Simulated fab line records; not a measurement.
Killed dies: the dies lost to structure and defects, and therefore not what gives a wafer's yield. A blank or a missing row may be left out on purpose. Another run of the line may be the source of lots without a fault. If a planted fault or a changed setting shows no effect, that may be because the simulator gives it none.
A lot that was struck, set against a sound lot -- flow rit cmos -- 15 out of 202 route steps
Sound: the wafers L391.1, L391.2, L391.3. Struck: wafers L389.2, L389.3, L389.4. The cause is given at the end.
For every step that has rows: the tool of each side, followed by ch and its chambers, followed by its first start. Under that, the readings that differ: sound wafers -- struck wafers -- difference of the means -- sigmas: that difference in standard deviations of wafers without a fault.
alike: a reading whose means differ by less than 2 such deviations, as well as words and numbers matching on both sides. not compared: withheld readings; readings where some wafer has no value; bounds like >300 that might hide an equal value; numbers whose values overlap and for which the record gives no deviation.
The two part at a step that has a row with sigmas, a row that says differs or no value, or rows on one side only. Numbers that have no deviation but don't overlap get no sigmas and don't part them. A reading that every wafer of one side lacks parts them only if that side has two wafers or more.

RIT_SILICIDE_RTA_06: time 10 s, ramp up 5 s, ramp down 10 s.
  sound on rtp anneal-01 ch 0, day 6 19:55; struck on rtp anneal-01 ch 0, day 5 23:53
  alike: wafer_temp_C_max
RIT_CONTACT_CVD_00: deposits SiO2 from TEOS, target thk 400 nm, time 61 s.
  sound on pecvd-04 ch 1,2, day 6 19:59; struck on pecvd-01 ch 0,1,2, day 5 23:56
  alike: heater power w, rf fwd power W
RIT_CONTACT_THK_MEAS_01:
  sound on film metro-01, day 6 20:04; struck on film metro-01, day 6 00:00
  alike: CONTACT_TEOS_THK
then, 6 steps without rows for these wafers: RIT_CONTACT_HMDS_02 (prime time 60 s); RIT_CONTACT_COAT_03 (resist thk 1000 nm); RIT_CONTACT_SOFTBAKE_04 (time 60 s); RIT_CONTACT_EXPOSE_05 (exposes mask M11, target cd 1000 nm); RIT_CONTACT_PEB_06; RIT_CONTACT_DEVELOP_07 (develop time 120 s).
RIT_CONTACT_CD_MEAS_08: target cd 1000 nm.
  sound on cd sem-02, day 6 21:44; struck on cd sem-02, day 6 01:10
reading,sound,struck,difference,sigmas
cd nm (nm),1000.2 999.1 1001.1,1006.3 1004.8 1005.5,+5.4,+2
RIT_CONTACT_OVL_MEAS_09:
  sound on overlay-02, day 6 21:51; struck on overlay-01, day 6 01:16
  alike: CONTACT_OVL
then, 1 step without rows for these wafers: RIT_CONTACT_HARDBAKE_10 (time 60 s).
RIT_CONTACT_ETCH_11: etches SiO2 in CHF3/CF4/Ar, stops on TiSi2, target depth 480 nm, time 310.5 s.
  sound on rie diel-01 ch 1,2,3, day 6 22:02; struck on rie diel-04 ch 0,2,3, day 6 01:27
reading,sound,struck,difference,sigmas
model.NOVOLAK_of_CONTACT_COAT_03.thk nm (nm),772.8 772.9 778,719.7 716.2 721.5,-55.4,
  alike: drypump motor current A, oes product au, rf fwd power W, throttle valve pct
  not compared: rf hours counter h
RIT_CONTACT_STRIP_12: strips in O2, time 180 s.
  sound on plasma asher-04 ch 0,1, day 6 22:14; struck on plasma asher-02 ch 0,1, day 6 01:38
reading,sound,struck,difference,sigmas
drypump motor current A (A),5.3 5.2 5.1,6.3 6.6 6.3,+1.2,+3
  not compared: rf hours counter h
RIT_M1_PROBE_99:
  sound on prober-01, day 7 03:05; struck on prober-01, day 6 06:54
reading,sound,struck,difference,sigmas
killed_at_M0_to_M3,0 0 0,0 0 1,+0,+3
model.etest.nmos_0p15.junction log10 a um,-13.64 -13.6 -13.42,-10.27 -10.28 -10.66,+3.15,
model.etest.nmos narrow.off log10 a um,-13.18 -13.12 -13.23,-10.27 -10.28 -10.66,+2.77,
model.etest.gate end array.leak log10 a um,-12.67 -12.94 -12.8,-10.14 -10.11 -10.52,+2.55,
model.etest.nmos_0p3.off log10 a um,-12.85 -13.13 -13.02,-10.27 -10.28 -10.65,+2.60,
model.etest.pmos_0p15.junction log10 a um,-13.85 -13.74 -13.84,-11.27 -11.28 -11.65,+2.41,
model.etest.contact diode array.leak log10 a (angstrom),-9.436 -9.382 -9.587,-7.026 -7.09 -7.275,+2.338,
model.etest.select edge diode n.leak log10 a (angstrom),-9.49 -9.771 -9.484,-8.194 -8.257 -8.498,+1.265,
model.etest.pmos_0p3.off log10 a um,-12.8 -12.86 -12.74,-11.26 -11.27 -11.62,+1.42,
  alike: killed at contacts, killed at front end, killed dies, killed open, killed short

== WHERE THEY PART ==
Last at RIT_M1_PROBE_99 as far as this record goes, first at RIT_CONTACT_CD_MEAS_08.

WHY: what had been put in by the simulator
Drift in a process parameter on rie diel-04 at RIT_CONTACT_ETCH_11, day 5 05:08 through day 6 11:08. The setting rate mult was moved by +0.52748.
